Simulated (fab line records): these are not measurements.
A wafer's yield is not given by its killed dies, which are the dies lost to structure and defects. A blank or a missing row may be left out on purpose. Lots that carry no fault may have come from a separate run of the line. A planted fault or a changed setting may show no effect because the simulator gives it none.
Split-lot study | flow rit cmos | 23 wafers read from 5 lots, route of 202 steps

SPLIT DETAILS
At RIT_NLDD_IMPLANT_08, the setting dose cm2 was moved away from the recipe's 5e+14 on 9 of the 23 wafers read, by -3.7% to +4.7%. The other wafers ran this setting at the recipe's value.

FROM THE SPLIT TO THE READING: what the file shows between them, 7 steps
- RIT_NLDD_STRIP_09: strips in O2, time 180 s
- RIT_NLDD_TW_MEAS_10
- RIT_NSD_SOFTBAKE_02: time 60 s (also split here: temp c)
- RIT_NSD_DEVELOP_05: develop time 50 s (also split here: develop time s)
- RIT_PSD_SOFTBAKE_02: time 60 s (also split here: time s)
- RIT_PSD_EXPOSE_03: exposes mask M10, target cd 40900 nm
- RIT_PSD_PEB_04

THE READING
NLDD_RS (ohm/sq), read at RIT_SDANNEAL_RS_MEAS_07 with a four-point probe. On this fab line, fault-free wafers typically give 151.8 ohm/sq with a standard deviation of 0.69 ohm/sq.

wafer  | tool, chamber at the split | dose cm2 as run | against the recipe | NLDD_RS, ohm/sq | against lot-mates on the recipe
L075.1 | implanter-01, 0            | 4.815e+14       | -3.7%              | 156.7           | +4.2
L075.2 | implanter-01, 0            | 5e+14           | recipe             | 152.7           | -
L075.3 | implanter-01, 0            | 4.815e+14       | -3.7%              | 157.5           | +5.0
L075.4 | implanter-01, 0            | 5e+14           | recipe             | 152.2           | -
L075.6 | implanter-01, 0            | 5e+14           | recipe             | 152.7           | -
L076.2 | implanter-01, 0            | 5.233e+14       | +4.7%              | 146.2           | -6.0
L076.3 | implanter-01, 0            | 5e+14           | recipe             | 151.8           | -
L076.4 | implanter-01, 0            | 5.233e+14       | +4.7%              | 146.0           | -6.2
L076.5 | implanter-01, 0            | 5e+14           | recipe             | 152.6           | -
L076.6 | implanter-01, 0            | 5.233e+14       | +4.7%              | 146.7           | -5.5
L078.1 | implanter-01, 0            | 5.232e+14       | +4.6%              | 145.8           | -5.2
L078.2 | implanter-01, 0            | 5.232e+14       | +4.6%              | 145.9           | -5.1
L078.3 | implanter-01, 0            | 5e+14           | recipe             | 150.8           | -
L078.4 | implanter-01, 0            | 5e+14           | recipe             | 150.9           | -
L078.6 | implanter-01, 0            | 5e+14           | recipe             | 151.3           | -
L083.1 | implanter-03, 0            | 5.164e+14       | +3.3%              | 147.0           | -4.2
L083.3 | implanter-03, 0            | 5.164e+14       | +3.3%              | 147.5           | -3.7
L083.4 | implanter-03, 0            | 5e+14           | recipe             | 151.3           | -
L083.5 | implanter-03, 0            | 5e+14           | recipe             | 151.1           | -
L083.6 | implanter-03, 0            | 5e+14           | recipe             | 151.3           | -
L085.2 | implanter-03, 0            | 5e+14           | recipe             | 151.2           | -
L085.5 | implanter-03, 0            | 5e+14           | recipe             | 150.9           | -
L085.6 | implanter-03, 0            | 5e+14           | recipe             | 151.0           | -

THE FIT
A straight line over all 23 wafers: NLDD_RS changes by -1.27 ohm/sq for each +1% of dose cm2; r = -0.98; the points scatter about the line by 0.67 ohm/sq.
The same after taking each lot's own level away (the mean of its wafers on the recipe; 23 wafers): -1.21 ohm/sq for each +1%; r = -0.99; scatter 0.31 ohm/sq.
That fit puts the effect of the largest move of dose cm2 on the reading at 5.7 ohm/sq.
The lots' own levels span 151.00 to 152.53 ohm/sq, that is 2.2 times the standard deviation above.
Consequently the slope shifts little with the lot-to-lot level, the two slopes agreeing.
Check: for one of the wafers moved furthest among these (+4.7%), held out of the fit, the line's prediction against its lot-mates is -5.58 ohm/sq. It came out at -6 ohm/sq against them.

THESE WAFERS: OTHER SPLITS
These wafers also went through other splits before the reading. Each is held against what the fit with the lots' levels taken away leaves over:
other split on the same wafers     | wafers away from the commonest value | r with NLDD_RS (lot level and that fit taken away)
RIT_ACTIVE_COAT_06 spin rpm        | 8                                    | -0.08
RIT_PWELL_COAT_01 spin rpm         | 9                                    | -0.06
RIT_PWELL_IMPLANT_08 energy kev    | 6                                    | +0.24
RIT_NRETRO_COAT_01 spin rpm        | 6                                    | +0.03
RIT_PRETRO_COAT_01 spin rpm        | 4                                    | +0.05
RIT_GATE_OXIDATION_05 ox time s    | 18                                   | +0.22
RIT_GATE_DEVELOP_15 develop time s | 8                                    | +0.17
RIT_NSD_SOFTBAKE_02 temp c         | 7                                    | -0.24
RIT_NSD_DEVELOP_05 develop time s  | 7                                    | +0.03
RIT_PSD_SOFTBAKE_02 time s         | 6                                    | -0.16

THE WHOLE CHAIN: every reading that the file lists as answering this split, in the file's order
step                    | what it does                 | reading | change (the file's fit)           | r (the file's)
RIT_NLDD_TW_MEAS_10     |                              | NLDD_TW | +7.44 for each +1% of the setting | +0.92
RIT_SDANNEAL_RS_MEAS_07 | measures by four-point-probe | NLDD_RS | -1.2 for each +1% of the setting  | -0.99

FILE'S OWN FIT
NLDD_RS changes by -1.2 ohm/sq for each +1% of dose cm2, r = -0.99.
